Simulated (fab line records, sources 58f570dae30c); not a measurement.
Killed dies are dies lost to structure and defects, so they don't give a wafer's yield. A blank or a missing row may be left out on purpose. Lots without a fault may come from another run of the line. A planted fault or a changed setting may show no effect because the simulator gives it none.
Chamber matching | flow berkeley_cmos170 | UCB170_ZERO_ETCH_06 on rie_diel-02: 4 sister chambers
The step etches SiO2 in CHF3/CF4/Ar, time 12 s. 4 wafers are shown with their chamber, then 7 later ones without.

WAFERS WITH THEIR CHAMBER
wafer  | chamber | throttle_valve_pct (%)
L329.3 | 1       | 9.20
L329.5 | 0       | 9.32
L333.1 | 2       | 9.17
L333.4 | 3       | 9.28

WAFERS WITHOUT THEIR CHAMBER
wafer  | throttle_valve_pct (%)
L333.5 | 9.18
L335.1 | 9.33
L335.2 | 9.18
L335.5 | 9.20
L346.3 | 9.20
L346.5 | 9.17
L346.6 | 9.20

WHICH CHAMBER EACH WENT THROUGH
wafer  | from the rows above     | in truth
L333.5 | can't be placed: 2 or 1 | 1
L335.1 | 0                       | 0
L335.2 | can't be placed: 2 or 1 | 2
L335.5 | 1                       | 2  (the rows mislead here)
L346.3 | 1                       | 1
L346.5 | 2                       | 2
L346.6 | 1                       | 1
Placed correctly: 4 of 7. Can't be placed from these rows: 2 (the true chamber is among the candidates in 2). Placed wrongly: 1.
How it was worked out, from the rows above alone: a wafer's distance from a chamber is the root of the sum, over the readings, of the square of ((its reading less the chamber's mean) divided by the reading's scatter). The wafer belongs to the nearest chamber; if the next one is less than 2 further off, it can't be placed. A chamber's mean is the mean of its shown wafers. The scatter: with one shown wafer a chamber, the root of the mean of the squares of how far each hidden wafer lies from its nearest shown one.
